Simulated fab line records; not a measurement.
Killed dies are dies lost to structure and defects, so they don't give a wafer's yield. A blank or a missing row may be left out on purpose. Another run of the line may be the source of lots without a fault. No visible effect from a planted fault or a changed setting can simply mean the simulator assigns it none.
The tool behind it: which one? -- flow berkeley_cmos170 -- 14 lots, 42 wafers sampled, at 7 steps of a route of 331

## WHAT THE GAUGES SHOWED, per wafer
UCB170_SDANNEAL_RS_MEAS_02: uses a four-point probe to measure. Usual: PSD_RS typically reads 75.6 ohm/sq, with standard deviation 0.33.
lot,measured,on,PSD_RS (ohm/sq),flag
L336,day 6 17:04,film_metro-04,75.7 75.5 75.8,
L337,day 6 17:34,film_metro-01,75.4 75.3 75.6,
L338,day 6 21:17,film_metro-03,75.2 75.6 75.3,
L339,day 7 05:13,film_metro-04,76.1 76.2 75.9,
L340,day 7 16:51,film_metro-04,75.6 75.2 75.7,
L342,day 8 00:15,film_metro-03,75.1 74.8 74.9,
L344,day 8 15:01,film_metro-01,75.3 75.5 75.3,
L345,day 9 05:39,film_metro-03,75.8 76.0 75.7,
L349,day 9 13:27,film_metro-01,75.3 75.3 75.0,
L350,day 9 16:37,film_metro-04,74.9 75.0 75.3,
L352,day 9 17:08,film_metro-03,65.3 65.6 65.5,OFF
L353,day 10 03:32,film_metro-01,66.1 65.8 65.8,OFF
L356,day 11 02:28,film_metro-01,74.9 75.4 75.5,
L358,day 11 12:09,film_metro-01,75.8 75.8 75.5,

UCB170_SDANNEAL_RS_MEAS_03: uses a four-point probe to measure. Usual: NSD_RS typically reads 37.29 ohm/sq, with standard deviation 0.1.
lot,measured,on,NSD_RS (ohm/sq),flag
L336,day 6 17:11,film_metro-04,37.38 37.28 37.45,
L337,day 6 17:41,film_metro-01,37.42 37.31 37.48,
L338,day 6 21:25,film_metro-03,37.25 37.23 37.24,
L339,day 7 05:20,film_metro-04,37.26 37.21 37.13,
L340,day 7 16:58,film_metro-04,37.33 37.29 37.46,
L342,day 8 00:22,film_metro-03,37.17 37.18 37.19,
L344,day 8 15:08,film_metro-01,37.21 37.25 37.28,
L345,day 9 05:46,film_metro-03,37.38 37.43 37.35,
L349,day 9 13:34,film_metro-01,37.37 37.30 37.17,
L350,day 9 16:44,film_metro-04,37.36 37.37 37.44,
L352,day 9 17:15,film_metro-03,35.50 35.57 35.50,OFF
L353,day 10 03:40,film_metro-01,35.59 35.61 35.64,OFF
L356,day 11 02:35,film_metro-01,37.30 37.25 37.17,
L358,day 11 12:16,film_metro-01,37.21 37.27 37.23,

UCB170_SDANNEAL_RS_MEAS_04: uses a four-point probe to measure. Usual: PLDD_RS typically reads 1032.5 ohm/sq, with standard deviation 2.4.
lot,measured,on,PLDD_RS (ohm/sq),flag
L336,day 6 17:18,film_metro-04,1029.7 1032.3 1032.1,
L337,day 6 17:49,film_metro-01,1030.6 1031.2 1030.0,
L338,day 6 21:32,film_metro-03,1028.3 1029.5 1030.5,
L339,day 7 05:27,film_metro-04,1032.1 1034.9 1034.1,
L340,day 7 17:05,film_metro-04,1034.6 1035.4 1036.2,
L342,day 8 00:29,film_metro-03,1029.0 1033.4 1032.5,
L344,day 8 15:16,film_metro-01,1035.8 1038.2 1035.0,
L345,day 9 05:53,film_metro-03,1036.0 1032.5 1031.3,
L349,day 9 13:41,film_metro-01,1032.1 1032.5 1033.0,
L350,day 9 16:52,film_metro-04,1031.0 1030.8 1033.6,
L352,day 9 17:22,film_metro-03,1009.6 1011.9 1013.4,OFF
L353,day 10 03:47,film_metro-01,1015.1 1015.1 1014.7,OFF
L356,day 11 02:43,film_metro-01,1030.5 1032.3 1032.1,
L358,day 11 12:23,film_metro-01,1029.8 1028.0 1032.0,

UCB170_M3_OVL_MEAS_16. Usual: M3_OVL typically reads -1 nm, with standard deviation 5.
lot,measured,on,M3_OVL (nm),flag
L336,day 7 20:28,overlay-02,-1 -3 1,
L337,day 7 20:24,overlay-01,2 -5 9,
L338,day 7 21:13,overlay-01,-8 -2 1,
L339,day 8 06:55,overlay-01,2 -3 2,
L340,day 8 19:19,overlay-01,4 -2 3,
L342,day 9 06:25,overlay-01,3 -4 0,
L344,day 9 17:47,overlay-02,-1 -6 3,
L345,day 10 07:44,overlay-01,8 11 2,
L349,day 10 12:19,overlay-02,1 4 -3,
L350,day 10 18:58,overlay-02,-8 -16 -7,
L352,day 10 18:37,overlay-02,-5 -4 -3,
L353,day 11 04:08,overlay-02,1 4 8,
L356,day 12 07:02,overlay-01,1 -1 4,
L358,day 12 11:01,overlay-01,-5 -6 -2,

UCB170_M3_BOW_MEAS_20. Usual: M3_BOW typically reads 35 um, with standard deviation 7.5.
lot,measured,on,M3_BOW (um),flag
L336,day 7 20:57,film_metro-04,45 32 33,
L337,day 7 20:55,film_metro-01,32 39 33,
L338,day 7 22:01,film_metro-01,32 41 33,
L339,day 8 07:24,film_metro-04,34 37 33,
L340,day 8 19:59,film_metro-01,44 38 30,
L342,day 9 06:54,film_metro-04,40 35 36,
L344,day 9 18:17,film_metro-04,37 40 36,
L345,day 10 08:14,film_metro-01,18 26 35,
L349,day 10 12:49,film_metro-03,36 43 39,
L350,day 10 19:28,film_metro-04,33 33 34,
L352,day 10 19:06,film_metro-04,20 25 30,
L353,day 11 04:38,film_metro-04,40 42 25,
L356,day 12 07:32,film_metro-01,32 40 29,
L358,day 12 11:31,film_metro-03,46 41 40,

## WHAT TOOL EACH LOT RAN ON (gives the tool, then ch and the chambers of the sampled wafers, and finally the start)
lot,UCB170_SDANNEAL_RTA_01,UCB170_CONTACT_ETCH_18
L336,"rtp_anneal-02 ch 0, day 6 17:00","rie_diel-03 ch 0,3, day 7 20:28 or earlier"
L337,"rtp_anneal-01 ch 0, day 6 17:29","rie_diel-02 ch 1,2, day 7 20:24 or earlier"
L338,"rtp_anneal-01 ch 0, day 6 21:14","rie_diel-03 ch 0,2,3, day 7 21:13 or earlier"
L339,"rtp_anneal-01 ch 0, day 7 05:09","rie_diel-03 ch 0,1,2, day 8 06:55 or earlier"
L340,"rtp_anneal-02 ch 0, day 7 16:47","rie_diel-03 ch 1,2,3, day 8 19:19 or earlier"
L342,"rtp_anneal-02 ch 0, day 8 00:11","rie_diel-02 ch 0,3, day 9 06:25 or earlier"
L344,"rtp_anneal-01 ch 0, day 8 14:57","rie_diel-04 ch 2,3, day 9 17:47 or earlier"
L345,"rtp_anneal-02 ch 0, day 9 05:35","rie_diel-04 ch 1,2, day 10 07:44 or earlier"
L349,"rtp_anneal-02 ch 0, day 9 13:23","rie_diel-02 ch 0,2,3, day 10 12:19 or earlier"
L350,"rtp_anneal-02 ch 0, day 9 16:34","rie_diel-02 ch 0,1,2, day 10 18:58 or earlier"
L352,"rtp_anneal-02 ch 0, day 9 17:04","rie_diel-04 ch 0,2,3, day 10 18:37 or earlier"
L353,"rtp_anneal-02 ch 0, day 10 03:29","rie_diel-04 ch 0,1,2, day 11 04:08 or earlier"
L356,"rtp_anneal-01 ch 0, day 11 02:24","rie_diel-02 ch 1,2, day 12 07:02 or earlier"
L358,"rtp_anneal-01 ch 0, day 11 12:02","rie_diel-03 ch 0,1,3, day 12 11:01 or earlier"
- UCB170_SDANNEAL_RTA_01: time 5 s.
- UCB170_CONTACT_ETCH_18: etches PSG in CHF3/CF4/Ar, stops on TiSi2, target depth 840 nm, time 195 s.

## AS READ BY THE TOOLS THEMSELVES (means over the sampled wafers that have a number; for cases with no such wafer, the mark the record gives instead)
UCB170_SDANNEAL_RTA_01. Usual: lamp_power_pct 32.6 %, standard deviation 2.6; wafer_temp_C_max 1055.8, standard deviation 1.2.
lot,tool,lamp_power_pct (%),wafer_temp_C_max,flag
L336,rtp_anneal-02,30.0,1055.3,
L337,rtp_anneal-01,35.1,1056.3,
L338,rtp_anneal-01,35.1,1056.1,
L339,rtp_anneal-01,35.2,1056.0,
L340,rtp_anneal-02,30.0,1055.4,
L342,rtp_anneal-02,30.1,1055.1,
L344,rtp_anneal-01,35.2,1056.7,
L345,rtp_anneal-02,30.0,1056.0,
L349,rtp_anneal-02,30.0,1054.5,
L350,rtp_anneal-02,30.0,1055.3,
L352,rtp_anneal-02,32.0,1080.3,OFF
L353,rtp_anneal-02,32.0,1080.0,OFF
L356,rtp_anneal-01,35.2,1056.4,
L358,rtp_anneal-01,35.2,1056.9,

UCB170_CONTACT_ETCH_18. Usual: cf4_flow_sccm 14.99 sccm, standard deviation 0.041; drypump_motor_current_A 5.6 A, standard deviation 0.38; oes_product_au 0.897 a.u., standard deviation 0.013; throttle_valve_pct 6.95 %, standard deviation 0.097.
lot,tool,cf4_flow_sccm (sccm),drypump_motor_current_A (A),oes_product_au (a.u.),throttle_valve_pct (%),flag
L336,rie_diel-03,14.99,5.2,0.889,6.90,
L337,rie_diel-02,15.03,5.2,0.903,6.92,
L338,rie_diel-03,15.02,5.3,0.887,6.99,
L339,rie_diel-03,14.96,5.6,0.896,6.91,
L340,rie_diel-03,14.97,5.3,0.902,7.03,
L342,rie_diel-02,14.99,5.4,0.887,6.85,
L344,rie_diel-04,15.01,5.9,0.904,6.96,
L345,rie_diel-04,15.02,5.8,0.880,6.98,
L349,rie_diel-02,14.96,5.4,0.896,6.88,
L350,rie_diel-02,14.98,5.5,0.904,6.92,
L352,rie_diel-04,14.97,6.0,0.898,6.98,
L353,rie_diel-04,14.99,5.9,0.888,7.00,
L356,rie_diel-02,15.00,5.2,0.906,6.93,
L358,rie_diel-03,14.98,5.3,0.896,6.94,

## THE ANSWER, worked out from the rows above alone
Rule: lot off if the mean of its wafers having a number is beyond 3 standard deviations from the usual mean. A lot without any number at a reading at which 4 lots or more have one is off too. The other lots that the step has rows for count as sound. The gauges are gone through in route order, then the tools' own readings, and for those a lot's mean is taken as printed above. At the first step where some lot is off, the reading lying furthest off is the one used; lots without a number count as furthest.
Off: at UCB170_SDANNEAL_RS_MEAS_02 (PSD_RS), L352, L353.
If a tool, at a process step before that reading, ran all the lots that are off and no sound lot after the first of them, it fits. The gauges at UCB170_SDANNEAL_RS_MEAS_02 aren't tried: what is off there is off at UCB170_SDANNEAL_RTA_01 too, on other tools, and a gauge's error can't cause that. One fits: UCB170_SDANNEAL_RTA_01 on rtp_anneal-02. Its last sound lot is L350 (day 9 16:34), its first lot that is off L352 (day 9 17:04): a fault that began between those two fits.
On the lots that are off, the tool's own readings at UCB170_SDANNEAL_RTA_01 differ by more than 5 times the standard deviation of the sound lots' means, which bears it out; wafer_temp_C_max reads 1080.2 there versus 1055.8 on the sound lots.

## WHAT THE SIMULATOR HAD PUT IN
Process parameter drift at UCB170_SDANNEAL_RTA_01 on rtp_anneal-02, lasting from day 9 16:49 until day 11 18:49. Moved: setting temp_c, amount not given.
Shown lots that were struck: L352, L353. This agrees with what the rule above found.
